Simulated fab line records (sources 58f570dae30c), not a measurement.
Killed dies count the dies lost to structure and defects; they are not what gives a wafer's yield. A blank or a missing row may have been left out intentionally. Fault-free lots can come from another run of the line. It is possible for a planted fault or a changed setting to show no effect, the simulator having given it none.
A struck lot beside a sound one	flow berkeley cmos170	23 out of 331 route steps
Sound: the wafers L952.1, L952.2, L952.4. The struck wafers were L970.2, L970.3, L970.6. Last of all comes the cause.
Order at every step that has rows: each side's tool, ch and its chambers, its first start. Under that, the readings that differ: sound wafers	struck wafers	difference of the means	sigmas: that difference in standard deviations of wafers without a fault.
alike: same words and numbers on both sides, and readings whose means sit less than 2 such deviations apart. not compared: any withheld reading, any reading some wafer has no value for, any bound like >300 that may hide the same value, and any number with overlapping values for which the record gives no deviation.
The two part at a step that has a row with sigmas, a row that says differs or no value, or rows on one side only. Numbers that have no deviation but don't overlap get no sigmas and don't part them. A reading that every wafer of one side lacks parts them only if that side has two wafers or more.

UCB170_V1_STRIP_15: strips in O2.
  sound on plasma asher-04 ch 0,1, day 9 00:31; struck on plasma asher-03 ch 0,1, day 12 12:59
  alike: chamber pressure mTorr, drypump motor current A, oes product au, strip time to endpoint s
  not compared: rf hours counter h
UCB170_V1_CD_MEAS_90 targets a cd of 700 nm.
  struck on cd sem-02, day 12 13:06; sound on cd sem-01, day 9 00:37
  alike: cd nm
then, 1 step without rows for these wafers: UCB170_M2_PRE_CLEAN_00 (preclean etch time 60 s).
UCB170_M2_SPUTTER_01: material Al, target thk 900 nm, time 120 s.
  struck on pvd sputter-02, day 12 13:16; sound on pvd sputter-01, day 9 00:49
  alike: throttle valve pct
UCB170_M2_RS_MEAS_02: uses a four-point probe to measure.
  struck on film metro-04, day 12 13:22; sound on film metro-02, day 9 00:53
  alike: M2_AL_RS
UCB170_M2_THK_MEAS_03: measures by xrf.
  struck on film metro-04, day 12 13:29; sound on film metro-02, day 9 01:01
  alike: M2_AL_THK
then, 3 steps without rows for these wafers: UCB170_M2_HMDS_04 (prime time 60 s); UCB170_M2_COAT_05 (resist thk 900 nm); UCB170_M2_SOFTBAKE_06 (time 60 s).
UCB170_M2_STRIP_07: strips in O2.
  sound on plasma asher-02 ch 0,1, day 9 01:31; struck on plasma asher-03 ch 1, day 12 14:11
  alike: chamber pressure mTorr, drypump motor current A, oes product au, strip time to endpoint s
  not compared: rf hours counter h
then, 2 steps without rows for these wafers: UCB170_M2_STRIP_08 (strips KrF in DMSO, time 600 s); UCB170_M2_COAT_09.
UCB170_M2_COAT_10: resist thk 900 nm.
  sound on litho track-02 ch 0, day 9 02:00; struck on litho track-01 ch 0, day 12 14:00
reading	sound	struck	difference	sigmas
spin speed rpm (rpm)	1498.2 1498.4 1500.4	1635.5 1636.7 1635.7	+137.0	+99 or more
model.KrF_of_M2_COAT_10.thk nm (nm)	900 900.2 899	861.6 860.9 864.1	-37.5	
then, 4 steps without rows for these wafers: UCB170_M2_SOFTBAKE_11 (time 60 s); UCB170_M2_EXPOSE_12 (exposes mask METAL2, target cd 700 nm); UCB170_M2_PEB_13; UCB170_M2_DEVELOP_14 (develop time 45 s).
UCB170_M2_CD_MEAS_15 targets a cd of 700 nm.
  struck on cd sem-02, day 12 15:40; sound on cd sem-01, day 9 04:11
  alike: cd nm
UCB170_M2_OVL_MEAS_16:
  struck on overlay-01, day 12 15:46; sound on overlay-02, day 9 04:18
reading	sound	struck	difference	sigmas
M2_OVL (nm)	10 11 14	-9 1 3	-13	-3
UCB170_M2_ETCH_17: etches BARC in N2/H2.
  sound on rie diel-02 ch 1,2,3, day 9 04:20; struck on rie diel-02 ch 2,3, day 12 15:48
  alike: chamber pressure mTorr, drypump motor current A, n2 flow sccm, oes product au, throttle valve pct
UCB170_M2_METAL_ETCH_18: etches Al in Cl2/BCl3, stops on SiO2, target depth 1170 nm, time 195 s.
  sound on rie metal-03 ch 0,1, day 9 04:23; struck on rie metal-02 ch 0,1, day 12 15:51
reading	sound	struck	difference	sigmas
model.KrF_of_M2_COAT_10.thk nm (nm)	221.4 214.7 215.7	184.9 193.3 174.2	-33.1	
  alike: chamber pressure mTorr, drypump motor current A, oes product au, throttle valve pct
  not compared: rf hours counter h
UCB170_M2_STRIP_19: strips in O2.
  sound on plasma asher-01 ch 0,1, day 9 04:34; struck on plasma asher-02 ch 0,1, day 12 16:02
reading	sound	struck	difference	sigmas
oes product au (a.u.)	0.553 0.540 0.549	0.506 0.522 0.511	-0.034	-4
  alike: chamber pressure mTorr, drypump motor current A
  not compared: rf hours counter h
UCB170_M2_CD_MEAS_90 targets a cd of 700 nm.
  struck on cd sem-02, day 12 16:09; sound on cd sem-02, day 9 04:40
  alike: cd nm

== WHERE THEY PART ==
Last at UCB170_M2_STRIP_19 as far as this record goes, first at UCB170_M2_COAT_10. Later steps at which nothing parts them and some readings are alike: UCB170_M2_CD_MEAS_90.

WHY: what had been put in by the simulator
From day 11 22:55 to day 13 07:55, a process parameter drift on litho track-01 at UCB170_M2_COAT_10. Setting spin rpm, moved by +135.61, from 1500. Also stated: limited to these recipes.
